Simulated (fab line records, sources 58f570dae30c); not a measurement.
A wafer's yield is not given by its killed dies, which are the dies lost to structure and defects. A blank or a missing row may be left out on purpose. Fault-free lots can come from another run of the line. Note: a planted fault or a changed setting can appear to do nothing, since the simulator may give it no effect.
One fault through the eyes of 2 desks ; flow berkeley cmos170 ; every desk sees just its own numbers, and what lay behind them comes last

## TOOL OWNER'S DESK, lpcvd-01
The tool's own readings at UCB170_NWELL_CVD_04 (deposits Si3N4 from SiH2Cl2/NH3, target thk 224 nm, time 3360 s): means of the sampled wafers that have a number, for each lot that ran on this tool. The brackets show how far a lot's mean lies from the usual mean; more than 4 standard deviations puts the lot out of limits, marked OUT.
Columns: A = sih2cl2 flow sccm at UCB170_NWELL_CVD_04, usual 25.02 sccm; B = spike tc centre C at UCB170_NWELL_CVD_04, usual 802.6 C; C = spike tc source C at UCB170_NWELL_CVD_04, usual 822.7 C
lot;first seen here;A;B;C
L724;day 2 10:34;24.98;803.1;819.3
L727;day 3 06:37;25.02;802.7;818.7
L731;day 3 21:34;25.00;803.2;818.0
L734;day 4 17:02;24.97;801.5;822.9
L738;day 5 09:35;25.05;802.2;822.3
Finding of this desk: none of the 5 lots has anything out of limits.

## METROLOGY DESK
What the gauges read, lot by lot, whatever tool the lot ran on: means of the sampled wafers that have a number. The brackets show how far a lot's mean lies from the usual mean; more than 4 standard deviations puts the lot out of limits, marked OUT.
Columns: A = NWELL_NITRIDE_THK at UCB170_NWELL_THK_MEAS_05, usual 229.2 nm; B = FIELD_OXIDE_LEFT_1_THK at UCB170_FIELD_THK_MEAS_90, usual 441 nm
lot;first seen here;A;B
L722;day 1 23:47;230.5;440
L723;day 2 05:06;232.2;454
L724;day 2 13:28;226.5;444
L725;day 3 00:50;228.2;434
L726;day 3 00:50;226.8;429
L727;day 3 08:33;226.6;439
L728;day 3 15:41;229.3;438
L731;day 3 23:31;230.6;422
L734;day 4 18:58;222.8;-
L738;day 5 11:31;222.1;443
L739;day 5 19:43;228.7;449
L743;day 6 16:44;228.9;456
L744;day 6 21:25;228.6;438
L745;day 7 04:10;232.7;453
Finding of this desk: none of the 14 lots has anything out of limits.

## ALL TOGETHER
The desk of the tool owner found nothing out of limits.
Nothing out of limits was seen by the metrology desk.

## WHAT THE SIMULATOR HAD INSERTED
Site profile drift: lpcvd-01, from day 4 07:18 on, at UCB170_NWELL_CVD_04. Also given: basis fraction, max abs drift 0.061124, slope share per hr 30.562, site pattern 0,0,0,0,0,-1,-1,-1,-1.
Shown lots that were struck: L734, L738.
